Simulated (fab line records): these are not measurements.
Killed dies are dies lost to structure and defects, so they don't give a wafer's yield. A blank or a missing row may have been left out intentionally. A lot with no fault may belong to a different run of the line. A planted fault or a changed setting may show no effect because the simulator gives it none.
Matching of chambers / flow berkeley_cmos170 / UCB170_SPACER_CVD_00 on pecvd-03 has 3 sister chambers
The step deposits SiO2 from TEOS/O2, target thk 376 nm, time 47 s. 6 wafers are shown with their chamber, then 8 later ones without.

== EACH WAFER AND ITS CHAMBER ==
wafer=L675.1; chamber=1; heater_power_w (W)=212
wafer=L677.3; chamber=1; heater_power_w (W)=155
wafer=L696.1; chamber=0; heater_power_w (W)=216
wafer=L696.3; chamber=2; heater_power_w (W)=144
wafer=L696.4; chamber=2; heater_power_w (W)=156
wafer=L695.1; chamber=0; heater_power_w (W)=240

== WAFERS MISSING THEIR CHAMBER ==
wafer=L695.4; heater_power_w (W)=158
wafer=L695.6; heater_power_w (W)=215
wafer=L697.2; heater_power_w (W)=187
wafer=L697.5; heater_power_w (W)=135
wafer=L697.6; heater_power_w (W)=197
wafer=L698.1; heater_power_w (W)=212
wafer=L698.2; heater_power_w (W)=170
wafer=L698.6; heater_power_w (W)=187

== WHICH CHAMBER EACH ONE RAN IN ==
wafer=L695.4; from the rows above=can't be placed: 2 or 1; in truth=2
wafer=L695.6; from the rows above=can't be placed: 0 or 1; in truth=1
wafer=L697.2; from the rows above=can't be placed: 1 or 2 or 0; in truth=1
wafer=L697.5; from the rows above=can't be placed: 2 or 1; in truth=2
wafer=L697.6; from the rows above=can't be placed: 1 or 0 or 2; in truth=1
wafer=L698.1; from the rows above=can't be placed: 0 or 1 or 2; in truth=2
wafer=L698.2; from the rows above=can't be placed: 1 or 2 or 0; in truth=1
wafer=L698.6; from the rows above=can't be placed: 1 or 2 or 0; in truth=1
0 of 8 placed correctly. Cannot be placed on the basis of these rows: 8; the candidates contain the true chamber in 8. 0 placed wrongly.
How it was worked out, from the rows above alone: a wafer's distance from a chamber is the root of the sum, over the readings, of the square of ((its reading less the chamber's mean) divided by the reading's scatter). The wafer belongs to the nearest chamber; if the next one is less than 2 further off, it can't be placed. Each chamber's mean is taken over the wafers shown for it. The scatter is the square root of a quotient: the sum, over the shown wafers, of each reading's squared deviation from its chamber's mean, divided by wafers minus chambers.
